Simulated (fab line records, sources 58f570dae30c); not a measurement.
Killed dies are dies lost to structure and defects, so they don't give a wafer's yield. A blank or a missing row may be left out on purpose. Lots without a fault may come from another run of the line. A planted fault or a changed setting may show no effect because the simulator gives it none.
Problem report in the 8D (eight disciplines) form, filled by code | flow berkeley_cmos170 | the parts of the form that need people (team, actions taken, sign-off) are left out

1. THE PROBLEM
PSD_OVL at UCB170_PSD_OVL_MEAS_07 reads a mean of -158 nm on 6 wafers of 2 lots; wafers without a fault read 0 nm with a standard deviation of 6.1. That is -26 standard deviations from the usual mean.
First seen on wafer L349.2, day 8 02:49, on overlay-01. The record holds 39 wafers of 13 lots with a number at this step. Rule for "out", or "out of limits": more than 4 standard deviations from the usual mean. The other wafers with a number count as sound.

2. WHAT IT IS AND WHAT IT IS NOT
question                    | is                     | is not
which readings at this step | PSD_OVL                | -
which lots                  | L349, L350             | L341, L342, L344, L351, L354, L355, L356, L357, L358, L359, L362
which wafers of those lots  | all that have a number | -
read on which gauges        | overlay-01             | overlay-02
when                        | from day 8 02:49       | up to then (9 sound wafers); but 24 sound wafers of L351, L354, L355, L356, L357, L358, L359, L362 came after

3. SUSPECTS, AND WHAT RULES EACH OUT
Counting: a tool at a process step up to the reading stays a suspect if it ran every lot that is out and no sound lot after the first of them.
- the gauge at UCB170_PSD_OVL_MEAS_07: kept. All the wafers that are out were read on overlay-01, and no step on other tools shows them out.
- krf_scanner-02 at UCB170_PSD_EXPOSE_03 (exposes mask PSELECT MOD, target cd 1200 nm): kept. It ran every lot that is out, first L349 (day 8 01:58), and no sound lot after that; its last sound lot up to then is L344 (day 6 18:44).
Left after counting: krf_scanner-02 at UCB170_PSD_EXPOSE_03, overlay-01 at UCB170_PSD_OVL_MEAS_07.

4. THE CAUSE (what the simulator had put in)
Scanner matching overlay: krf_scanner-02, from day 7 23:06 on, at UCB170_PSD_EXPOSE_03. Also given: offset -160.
Counting left 2 suspects, and this tool is among them.

5. THE CHAIN OF EFFECTS, in route order
Each row: a reading whose mean over the struck wafers that have a number lies more than 3 standard deviations from the usual. Only readings for which the record gives a usual standard deviation are gone through. hours: the time from each lot's start at the first step in this table that gives one to its start at this step, as a median over the lots. sigmas: the change in usual standard deviations.
hours | step                   | reading | usual | on struck wafers | change | sigmas
0     | UCB170_PSD_OVL_MEAS_07 | PSD_OVL | 0 nm  | -158             | -158   | -26

6. WHAT WOULD HAVE CAUGHT IT SOONER
In this record the first reading out of limits at a measuring or inspecting step was taken at day 8 02:49, 4 hours after the fault began at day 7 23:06.
Of the lots that are out (2), L350 began UCB170_PSD_EXPOSE_03 on krf_scanner-02 after day 8 02:49. A hold on the tool at that time would have spared it.
